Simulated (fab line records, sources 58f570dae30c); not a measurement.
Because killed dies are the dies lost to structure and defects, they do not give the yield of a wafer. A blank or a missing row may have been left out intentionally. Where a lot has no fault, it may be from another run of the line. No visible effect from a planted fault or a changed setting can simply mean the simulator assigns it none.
The tool behind it: which one? + flow berkeley-cmos170 + Sampling: 7 lots, 21 wafers, 2 of 331 route steps

## WHAT THE GAUGES READ, wafer by wafer
UCB170_FIELD_THK_MEAS_90.
| lot  | measured     | on            | FIELD_OXIDE_LEFT_1_THK (nm) |
|------|--------------|---------------|-----------------------------|
| L562 | day 6 01:06  | film-metro-02 | 449 449 460                 |
| L566 | day 6 22:19  | film-metro-04 | 457 451 449                 |
| L575 | day 8 08:08  | film-metro-02 | 444 441 434                 |
| L577 | day 10 07:20 | film-metro-02 | 440 445 446                 |
| L582 | day 10 19:11 | film-metro-03 | 460 458 441                 |

## TOOL THAT RAN EACH LOT (tool first, then ch and the chambers of the sampled wafers, then the start)
| lot  | UCB170_PWELL_OXIDATION_02    |
|------|------------------------------|
| L562 | furnace-01 ch 0, day 3 14:05 |
| L566 | furnace-04 ch 0, day 4 14:32 |
| L568 | furnace-01, day 4 19:56      |
| L570 | furnace-01, day 4 19:56      |
| L575 | furnace-01 ch 0, day 5 17:37 |
| L577 | furnace-02 ch 0, day 6 17:19 |
| L582 | furnace-01 ch 0, day 7 14:17 |
- UCB170_PWELL_OXIDATION_02: target thk 26.4 nm, ox time 1260 s.

## THE ANSWER, worked out from the rows above alone
Rule: the usual values come from the lots themselves. Put in order of their means at a reading, lots are off if they are a third of the lots or fewer, leave a main group of 4 or more, and stand apart from it by a gap of 3 or more times the standard deviation of the main group's means; of several such gaps the widest counts. A main group is skipped when, at the precision printed for the reading in the tables above, its means are all equal. Also off: a lot with no number at a reading for which 4 or more lots have one. Any other lot the step has rows for is counted as sound.
Across all readings shown, no lot is off: no conclusion can be drawn from this.

## WHAT HAD BEEN PUT IN BY THE SIMULATOR
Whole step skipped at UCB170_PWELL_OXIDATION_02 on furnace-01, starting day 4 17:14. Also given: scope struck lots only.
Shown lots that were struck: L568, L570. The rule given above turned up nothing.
